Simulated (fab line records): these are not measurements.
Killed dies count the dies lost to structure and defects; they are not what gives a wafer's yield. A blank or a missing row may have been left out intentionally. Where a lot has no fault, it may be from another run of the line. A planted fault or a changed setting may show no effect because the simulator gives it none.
Comparing a struck lot with a sound one / flow rit-cmos / 15 out of 202 route steps
Sound: these wafers, L530.1, L530.3, L530.6. The struck wafers were L549.2, L549.3, L549.5. Last of all comes the cause.
At each step with rows: each side's tool, then ch and its chambers, then its first start. Under that, the readings that differ: sound wafers / struck wafers / difference of the means / sigmas: that difference in standard deviations of wafers without a fault.
alike: a reading whose means differ by less than 2 such deviations, as well as words and numbers matching on both sides. not compared: withheld readings; readings where some wafer has no value; bounds like >300 that might hide an equal value; numbers whose values overlap and for which the record gives no deviation.
Wherever a step has rows on one side only, a row that says differs or no value, or a row with sigmas, the two part there. Non-overlapping numbers with no deviation appear without sigmas and do not part them. A reading missing from all wafers of one side parts the sides only when that side holds two or more wafers.

first, 2 steps without rows for these wafers: RIT_NLDD_PEB_04; RIT_NLDD_DEVELOP_05 (develop time 50 s).
RIT_NLDD_OVL_MEAS_06:
  sound on overlay-01 at day 2 22:56; struck on overlay-01 at day 6 21:09
  alike: NLDD_OVL
then, 2 steps without rows for these wafers: RIT_NLDD_HARDBAKE_07 (time 60 s); RIT_NLDD_IMPLANT_08.
RIT_NLDD_STRIP_09: strips in O2, time 180 s.
  sound on plasma-asher-02 ch 0,1, day 2 23:17; struck on plasma-asher-02 ch 0,1, day 6 21:29
  alike: drypump-motor-current-A
  not compared: rf-hours-counter-h
RIT_NLDD_TW_MEAS_10:
  sound on film-metro-02 at day 2 23:27; struck on film-metro-01 at day 6 21:40
  alike: NLDD_TW
then, 5 steps without rows for these wafers: RIT_PLDD_HMDS_00 (prime time 60 s); RIT_PLDD_COAT_01 (resist thk 1000 nm); RIT_PLDD_SOFTBAKE_02 (time 60 s); RIT_PLDD_EXPOSE_03 (exposes mask M8, target cd 40900 nm); RIT_PLDD_PEB_04.
RIT_PLDD_DEVELOP_05: develop time 50 s.
  sound on litho-track-04 ch 0, day 3 00:00; struck on litho-track-01 ch 0, day 6 22:00
reading=developer-temp-C (C); sound=22.80 23.00 22.94; struck=20.83 20.97 20.78; difference=-2.05; sigmas=-21
RIT_PLDD_OVL_MEAS_06:
  sound on overlay-01 at day 3 00:22; struck on overlay-01 at day 6 22:34
  alike: PLDD_OVL
RIT_M1_PROBE_99:
  sound on prober-01 at day 3 14:11; struck on prober-02 at day 7 12:29
  alike: killed-at-contacts, killed-at-front-end, killed-dies, killed-open, killed-short

## WHERE THEY PART
At RIT_PLDD_DEVELOP_05 and nowhere else, as far as this record goes. Later steps at which nothing parts them and some readings are alike: RIT_PLDD_OVL_MEAS_06, RIT_M1_PROBE_99.

WHY: what the simulator had put in
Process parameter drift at RIT_PLDD_DEVELOP_05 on litho-track-01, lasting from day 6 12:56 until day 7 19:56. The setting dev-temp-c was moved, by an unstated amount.
